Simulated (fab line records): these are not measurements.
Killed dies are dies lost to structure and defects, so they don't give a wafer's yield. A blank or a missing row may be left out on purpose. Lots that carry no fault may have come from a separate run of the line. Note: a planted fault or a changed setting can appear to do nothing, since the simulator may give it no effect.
Chamber matching | flow berkeley_cmos170 | UCB170_V2_CVD_00 on pecvd-02: 3 sister chambers
The step deposits SiO2 from TEOS/O2, target thk 2000 nm, time 250 s. 3 wafers are shown with their chamber, then 7 later ones without.

## WAFERS WITH THEIR CHAMBER
wafer  | chamber | heater_power_w (W)
L174.6 | 1       | 332
L178.2 | 0       | 287
L178.3 | 2       | 180

## WAFERS WITHOUT THEIR CHAMBER
wafer  | heater_power_w (W)
L178.4 | 236
L176.2 | 283
L176.5 | 351
L176.6 | 243
L181.2 | 295
L181.3 | 201
L181.6 | 232

## THE CHAMBER EACH PASSED THROUGH
wafer  | from the rows above          | in truth
L178.4 | can't be placed: 0 or 2 or 1 | 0
L176.2 | can't be placed: 0 or 1      | 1
L176.5 | can't be placed: 1 or 0      | 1
L176.6 | can't be placed: 0 or 2 or 1 | 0
L181.2 | can't be placed: 0 or 1      | 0
L181.3 | can't be placed: 2 or 0      | 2
L181.6 | can't be placed: 2 or 0 or 1 | 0
Placed correctly: 0 of 7. These rows do not allow placing 7 (true chamber among the candidates in 7). Wrongly placed: 0.
How it was worked out, from the rows above alone: a wafer's distance from a chamber is the root of the sum, over the readings, of the square of ((its reading less the chamber's mean) divided by the reading's scatter). If the next closest chamber is less than 2 further off than the closest, the wafer can't be placed; otherwise it belongs to the closest. The mean given for a chamber averages the wafers shown for that chamber. The scatter: with one shown wafer a chamber, the root of the mean of the squares of how far each hidden wafer lies from its nearest shown one.
